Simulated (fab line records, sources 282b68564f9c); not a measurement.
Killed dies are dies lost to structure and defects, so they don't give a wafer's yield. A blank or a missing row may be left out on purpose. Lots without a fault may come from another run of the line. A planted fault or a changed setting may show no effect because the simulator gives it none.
One fault seen from 2 desks | flow rit_cmos | each desk has only its own numbers; what lay behind them comes last

THE METROLOGY DESK
What the gauges read, lot by lot, whatever tool the lot ran on: means of the sampled wafers that have a number. A lot is out of limits, marked OUT, if its mean lies more than 4 standard deviations from the usual mean; the brackets give that distance.
Columns: A = PSD_OVL at RIT_PSD_OVL_MEAS_06, usual -0.5 nm
lot  | first seen here | A
L166 | day 3 19:34     | 0.5
L167 | day 3 20:07     | -1.6
L168 | day 4 05:14     | -1.5
L170 | day 4 15:01     | 2.0
L171 | day 4 20:22     | 0.1
L172 | day 5 00:31     | 0.9
L173 | day 5 04:55     | -0.7
L174 | day 5 10:40     | 1.2
L176 | day 5 17:55     | -0.9
L180 | day 6 12:19     | 0.6
L185 | day 7 11:01     | -1.7
L186 | day 7 19:04     | -3.5
L187 | day 8 04:23     | -0.3
L188 | day 8 05:27     | -0.9
This desk's finding: nothing out of limits on any of the 14 lots.

THE TOOL OWNER'S DESK: pvd_sputter-03
The tool's own readings at RIT_M1_SPUTTER_00 (material Al, target thk 400 nm, time 522.4 s): means of the sampled wafers that have a number, for each lot that ran on this tool. A lot is out of limits, marked OUT, if its mean lies more than 4 standard deviations from the usual mean; the brackets give that distance.
Columns: A = chamber_pressure_pa at RIT_M1_SPUTTER_00, usual 0.4001 Pa; B = substrate_temp_c at RIT_M1_SPUTTER_00, usual 25.00 C; C = throttle_valve_pct at RIT_M1_SPUTTER_00, usual 29.8 %
lot  | first seen here | A                | B     | C
L168 | day 4 09:53     | 0.4001           | 24.93 | 29.5
L170 | day 4 19:28     | 0.4005           | 25.04 | 29.6
L172 | day 5 05:01     | 0.4000           | 25.04 | 29.8
L174 | day 5 15:04     | 0.4004           | 25.07 | 28.8
L176 | day 5 22:35     | 0.4189 (+24) OUT | 25.04 | 29.9
L180 | day 6 17:08     | 0.4192 (+24) OUT | 24.88 | 29.1
This desk's finding: out of limits on L176, L180; first on L176, day 5 22:35 (chamber_pressure_pa at RIT_M1_SPUTTER_00). In limits: L168, L170, L172, L174.

PUT TOGETHER
The tool owner's desk could have raised an alarm at day 5 22:35, on L176, L180.
The metrology desk saw nothing out of limits.
The metrology desk has L176, L180 on record, within its limits.
Of the lots named, all ran RIT_M1_SPUTTER_00 on pvd_sputter-03.

WHAT THE SIMULATOR HAD PUT IN
Process parameter drift: pvd_sputter-03, from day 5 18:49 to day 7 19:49, at RIT_M1_SPUTTER_00. Setting chamber_pressure_pa, moved by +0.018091, from 0.4. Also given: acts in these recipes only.
Lots struck among those shown: L176, L180.
Hours from the fault's start to each desk's first reading out of limits: the tool owner's desk, 4.
